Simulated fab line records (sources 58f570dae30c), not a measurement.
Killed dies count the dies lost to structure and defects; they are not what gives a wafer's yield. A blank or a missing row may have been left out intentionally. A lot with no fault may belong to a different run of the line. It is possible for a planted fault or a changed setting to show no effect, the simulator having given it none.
Code-filled problem report in 8D (eight disciplines) form | flow berkeley cmos170 | the parts of the form that need people (team, actions taken, sign-off) are left out

## 1. THE PROBLEM
Wafers without a fault read 56.80 W, standard deviation 0.044; heater power total W at UCB170_M1_PEB_07 reads a mean of 57.60 W on 9 wafers belonging to 3 lots. That is +18 standard deviations from the usual mean.
The first sign was on wafer L645.2 at day 10 13:31, on litho track-02. At this step, 42 wafers from 14 lots have a number in the record. By rule, "out" or "out of limits" means more than 4 standard deviations away from the usual mean. The rest of the wafers with a number are treated as sound.

## 2. WHAT IT IS, AND WHAT IT ISN'T
question                    | is                     | is not
which readings at this step | heater power total W   | -
which lots                  | L644, L645, L646       | L632, L633, L634, L635, L636, L637, L638, L651, L652, L654, L655
which wafers of those lots  | all that have a number | -
read on which tools         | litho track-02         | litho track-01, litho track-04
when                        | from day 10 13:31      | up to then (21 sound wafers); but 12 sound wafers of L651, L652, L654, L655 came after

## 3. WHAT RULES OUT EACH SUSPECT
Counting: any tool at a process step up to the reading is kept as a suspect provided that every lot that is out went through it and no sound lot did after the first of them.
- litho track-02 at UCB170_M1_PEB_07: kept. All lots that are out passed through it, beginning with L645 at day 10 13:31, and no sound lot followed; its final sound lot before that point was L635 at day 8 02:37. Out on those wafers are its own readings of heater power total W.
Remaining after the count: litho track-02 at UCB170_M1_PEB_07.

## 4. THE CAUSE (what the simulator had put in)
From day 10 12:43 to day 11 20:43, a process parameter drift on litho track-02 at UCB170_M1_PEB_07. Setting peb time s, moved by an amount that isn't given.
Only this tool survived the counting.

## 5. SEQUENCE OF EFFECTS, ordered by route
Each row: a reading whose mean over the struck wafers that have a number lies more than 3 standard deviations from the usual. Only readings whose record carries a usual standard deviation are examined. hours: median over the lots of the time between each lot's start at the first step of this table that gives one and its start at this step. sigmas: the change, counted in usual standard deviations.
hours | step             | reading              | usual   | on struck wafers | change | sigmas
0     | UCB170_M1_PEB_07 | heater power total W | 56.80 W | 57.60            | +0.80  | +18
Process steps it contains:
- UCB170_M1_PEB_07
Later measuring or inspecting steps at which every struck wafer that the step has a row for has a number for every such reading, and none has moved that far: UCB170_V1_THK_MEAS_04.

## 6. WHAT WOULD HAVE CAUGHT IT SOONER
In this record the first reading out of limits was taken at day 10 13:31, 1 hour after the fault began at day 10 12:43.
